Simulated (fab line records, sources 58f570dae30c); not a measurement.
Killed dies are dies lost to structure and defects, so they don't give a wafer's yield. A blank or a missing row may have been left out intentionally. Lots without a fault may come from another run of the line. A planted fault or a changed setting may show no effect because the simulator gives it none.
Lot-split experiment / flow berkeley-cmos170 / 23 wafers read from 5 lots, route of 331 steps

THE SPLIT
At UCB170_ZERO_COAT_01 (resist thk 900 nm), the setting resist-thk-nm was moved away from the recipe's 900 nm on 6 of the 23 wafers read, by -2.2% to +2.4%. All remaining wafers had this setting at the recipe value.

Reading taken at the split's own step.

THE READING
KrF_of_ZERO_COAT_01.thk-nm (the simulator's own value, which no gauge read), in nm, at UCB170_ZERO_COAT_01 (resist thk 900 nm). There is no usual value for it anywhere in the file. Across the 17 wafers here that went through the recipe, the average is 901.2 nm and the standard deviation 1.8 nm.

wafer=L075.1; tool, chamber at the split=litho-track-04, 0; resist-thk-nm as run, nm=900; against the recipe=recipe; KrF_of_ZERO_COAT_01.thk-nm, nm=899.4; against lot-mates on the recipe=-
wafer=L075.2; tool, chamber at the split=litho-track-04, 0; resist-thk-nm as run, nm=900; against the recipe=recipe; KrF_of_ZERO_COAT_01.thk-nm, nm=900.5; against lot-mates on the recipe=-
wafer=L075.3; tool, chamber at the split=litho-track-04, 0; resist-thk-nm as run, nm=900; against the recipe=recipe; KrF_of_ZERO_COAT_01.thk-nm, nm=899.5; against lot-mates on the recipe=-
wafer=L075.4; tool, chamber at the split=litho-track-04, 0; resist-thk-nm as run, nm=900; against the recipe=recipe; KrF_of_ZERO_COAT_01.thk-nm, nm=901.8; against lot-mates on the recipe=-
wafer=L075.5; tool, chamber at the split=litho-track-04, 0; resist-thk-nm as run, nm=900; against the recipe=recipe; KrF_of_ZERO_COAT_01.thk-nm, nm=900; against lot-mates on the recipe=-
wafer=L076.1; tool, chamber at the split=litho-track-04, 0; resist-thk-nm as run, nm=900; against the recipe=recipe; KrF_of_ZERO_COAT_01.thk-nm, nm=903.9; against lot-mates on the recipe=-
wafer=L076.2; tool, chamber at the split=litho-track-04, 0; resist-thk-nm as run, nm=881.1; against the recipe=-2.1%; KrF_of_ZERO_COAT_01.thk-nm, nm=884.9; against lot-mates on the recipe=-19.1
wafer=L076.3; tool, chamber at the split=litho-track-04, 0; resist-thk-nm as run, nm=881.1; against the recipe=-2.1%; KrF_of_ZERO_COAT_01.thk-nm, nm=884.6; against lot-mates on the recipe=-19.4
wafer=L076.4; tool, chamber at the split=litho-track-04, 0; resist-thk-nm as run, nm=900; against the recipe=recipe; KrF_of_ZERO_COAT_01.thk-nm, nm=905.9; against lot-mates on the recipe=-
wafer=L076.5; tool, chamber at the split=litho-track-04, 0; resist-thk-nm as run, nm=900; against the recipe=recipe; KrF_of_ZERO_COAT_01.thk-nm, nm=902.1; against lot-mates on the recipe=-
wafer=L077.2; tool, chamber at the split=litho-track-04, 0; resist-thk-nm as run, nm=900; against the recipe=recipe; KrF_of_ZERO_COAT_01.thk-nm, nm=900.5; against lot-mates on the recipe=-
wafer=L077.4; tool, chamber at the split=litho-track-04, 0; resist-thk-nm as run, nm=900; against the recipe=recipe; KrF_of_ZERO_COAT_01.thk-nm, nm=900.3; against lot-mates on the recipe=-
wafer=L077.5; tool, chamber at the split=litho-track-04, 0; resist-thk-nm as run, nm=900; against the recipe=recipe; KrF_of_ZERO_COAT_01.thk-nm, nm=898.2; against lot-mates on the recipe=-
wafer=L078.2; tool, chamber at the split=litho-track-04, 0; resist-thk-nm as run, nm=900; against the recipe=recipe; KrF_of_ZERO_COAT_01.thk-nm, nm=902; against lot-mates on the recipe=-
wafer=L078.3; tool, chamber at the split=litho-track-04, 0; resist-thk-nm as run, nm=900; against the recipe=recipe; KrF_of_ZERO_COAT_01.thk-nm, nm=901.9; against lot-mates on the recipe=-
wafer=L078.4; tool, chamber at the split=litho-track-04, 0; resist-thk-nm as run, nm=879.9; against the recipe=-2.2%; KrF_of_ZERO_COAT_01.thk-nm, nm=880; against lot-mates on the recipe=-21.8
wafer=L078.5; tool, chamber at the split=litho-track-04, 0; resist-thk-nm as run, nm=900; against the recipe=recipe; KrF_of_ZERO_COAT_01.thk-nm, nm=901.6; against lot-mates on the recipe=-
wafer=L078.6; tool, chamber at the split=litho-track-04, 0; resist-thk-nm as run, nm=879.9; against the recipe=-2.2%; KrF_of_ZERO_COAT_01.thk-nm, nm=881.6; against lot-mates on the recipe=-20.2
wafer=L083.1; tool, chamber at the split=litho-track-04, 0; resist-thk-nm as run, nm=921.7; against the recipe=+2.4%; KrF_of_ZERO_COAT_01.thk-nm, nm=923; against lot-mates on the recipe=+22.3
wafer=L083.2; tool, chamber at the split=litho-track-04, 0; resist-thk-nm as run, nm=900; against the recipe=recipe; KrF_of_ZERO_COAT_01.thk-nm, nm=900.3; against lot-mates on the recipe=-
wafer=L083.4; tool, chamber at the split=litho-track-04, 0; resist-thk-nm as run, nm=900; against the recipe=recipe; KrF_of_ZERO_COAT_01.thk-nm, nm=901.7; against lot-mates on the recipe=-
wafer=L083.5; tool, chamber at the split=litho-track-04, 0; resist-thk-nm as run, nm=900; against the recipe=recipe; KrF_of_ZERO_COAT_01.thk-nm, nm=900.1; against lot-mates on the recipe=-
wafer=L083.6; tool, chamber at the split=litho-track-04, 0; resist-thk-nm as run, nm=921.7; against the recipe=+2.4%; KrF_of_ZERO_COAT_01.thk-nm, nm=922.3; against lot-mates on the recipe=+21.6

FIT RESULTS
A straight line over all 23 wafers: KrF_of_ZERO_COAT_01.thk-nm changes by +8.68 nm for each +1% of resist-thk-nm; r = +0.99; the points scatter about the line by 1.7 nm.
The same after taking each lot's own level away (the mean of its wafers on the recipe; 23 wafers): +9.21 nm for each +1%; r = +1.00; scatter 0.93 nm.
According to that fit, moving resist-thk-nm by its largest amount changes the reading by 22 nm.
The lots' own levels span 899.67 to 903.97 nm, that is 2.4 times the standard deviation above.
The two slopes are in agreement: the lot-to-lot level therefore moves the slope only a little.
Check: with one of the wafers moved furthest among these (+2.4%) left out of the fit, the line predicts +22.1 nm for it against its lot-mates. It came out at +22.3 nm against them.

THE WHOLE CHAIN: every reading that the file lists as answering this split, in the file's order
step=UCB170_ZERO_COAT_01; what it does=resist thk 900 nm; reading=KrF_of_ZERO_COAT_01.thk-nm (the simulator's own value, which no gauge read); change (the file's fit)=+9.22 nm for each +1% of the setting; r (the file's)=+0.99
step=UCB170_ZERO_STRIP_07; what it does=strips in O2; reading=strip-time-to-endpoint-s; change (the file's fit)=withheld for each +1% of the setting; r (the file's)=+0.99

THE FILE'S OWN FIT
KrF_of_ZERO_COAT_01.thk-nm changes by +9.22 nm for each +1% of resist-thk-nm, r = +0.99.
